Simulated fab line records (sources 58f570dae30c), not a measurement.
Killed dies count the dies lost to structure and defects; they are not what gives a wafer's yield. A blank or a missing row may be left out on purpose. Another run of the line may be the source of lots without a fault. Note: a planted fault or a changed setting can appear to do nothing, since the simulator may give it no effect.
What tool caused it? -- flow berkeley cmos170 -- 42 wafers from 14 lots sampled at 2 of the route's 331 steps

== WHAT THE GAUGES READ, wafer by wafer ==
UCB170_PLDD_CD_MEAS_06: the cd target is 1200 nm. Usual: cd nm at 1200.2 nm, with a standard deviation of 1.4.
lot,measured,on,cd nm (nm),flag
L921,day 6 01:38,cd sem-02,1199.8 1200.3 1200.1,
L924,day 6 16:39,cd sem-01,1198.6 1197.9 1199.2,
L923,day 6 16:31,cd sem-01,1200.1 1200.6 1199.2,
L925,day 7 05:29,cd sem-01,1198.6 1199.9 1199.2,
L927,day 7 21:32,cd sem-01,1198.5 1197.0 1198.5,
L930,day 7 22:11,cd sem-01,1202.3 1200.8 1200.0,
L929,day 7 22:35,cd sem-01,1200.9 1200.7 1201.1,
L931,day 8 05:05,cd sem-01,1200.9 1201.2 1199.9,
L933,day 8 17:52,cd sem-01,1202.3 1201.5 1201.6,
L934,day 9 00:58,cd sem-02,1200.6 1201.7 1200.3,
L938,day 9 18:48,cd sem-02,1201.3 1199.8 1200.4,
L935,day 9 18:31,cd sem-02,1200.2 1202.3 1201.5,
L936,day 9 19:04,cd sem-01,1202.4 1202.5 1202.6,
L939,day 9 19:41,cd sem-01,1201.7 1200.9 1201.4,

== EACH LOT AND THE TOOL THAT RAN IT (in order: tool; ch and the chambers of the sampled wafers; start) ==
lot,UCB170_NVT_STRIP_08
L921,"plasma asher-02 ch 0,1, day 5 07:49"
L924,"plasma asher-02 ch 0,1, day 6 00:50"
L923,"plasma asher-04 ch 0,1, day 6 00:59"
L925,"plasma asher-02 ch 0,1, day 6 13:26"
L927,"plasma asher-02 ch 0,1, day 7 04:41"
L930,"plasma asher-03 ch 0,1, day 7 04:44"
L929,"plasma asher-03 ch 0,1, day 7 06:48"
L931,"plasma asher-03 ch 0,1, day 7 12:34"
L933,"plasma asher-04 ch 0,1, day 7 20:05"
L934,"plasma asher-04 ch 0,1, day 8 06:19"
L938,"plasma asher-02 ch 0,1, day 8 23:08"
L935,"plasma asher-03 ch 0,1, day 8 23:23"
L936,"plasma asher-02 ch 1, day 8 23:40"
L939,"plasma asher-03 ch 0,1, day 9 07:04"
- UCB170_NVT_STRIP_08: strips in O2.

== WHAT THE TOOLS THEMSELVES READ (means of the sampled wafers that have a number; where no wafer has one, the mark that the record gives instead) ==
UCB170_NVT_STRIP_08. Usual: drypump motor current A 5.6 A, standard deviation 0.32; oes product au 0.735 a.u., standard deviation 0.0041; strip time to endpoint s 21.69 s, standard deviation 0.079.
lot,tool,drypump motor current A (A),oes product au (a.u.),strip time to endpoint s (s),flag
L921,plasma asher-02,6.0,0.734,21.86,
L924,plasma asher-02,6.0,0.733,21.73,
L923,plasma asher-04,5.4,0.735,21.53,
L925,plasma asher-02,6.0,0.734,21.73,
L927,plasma asher-02,6.0,0.739,21.74,
L930,plasma asher-03,5.4,0.737,21.55,
L929,plasma asher-03,5.4,0.732,21.58,
L931,plasma asher-03,5.4,0.732,21.61,
L933,plasma asher-04,5.4,0.734,21.65,
L934,plasma asher-04,5.5,0.736,21.67,
L938,plasma asher-02,5.9,0.732,21.63,
L935,plasma asher-03,5.7,0.733,21.78,
L936,plasma asher-02,6.0,0.733,21.67,
L939,plasma asher-03,5.4,0.739,21.70,

== THE ANSWER, worked out from the rows above alone ==
Rule: take the mean of a lot's wafers that have a number; if it is more than 3 standard deviations from the usual mean, the lot is off. A lot without any number at a reading at which 4 lots or more have one is off too. All remaining lots with rows at the step are treated as sound. The gauges are gone through in route order, then the tools' own readings, and for those a lot's mean is taken as printed above. At the first step where some lot is off, the reading lying furthest off is the one used; lots without a number count as furthest.
No lot is off at any reading shown: from this, nothing can be told.

== WHAT WAS PUT IN BY THE SIMULATOR ==
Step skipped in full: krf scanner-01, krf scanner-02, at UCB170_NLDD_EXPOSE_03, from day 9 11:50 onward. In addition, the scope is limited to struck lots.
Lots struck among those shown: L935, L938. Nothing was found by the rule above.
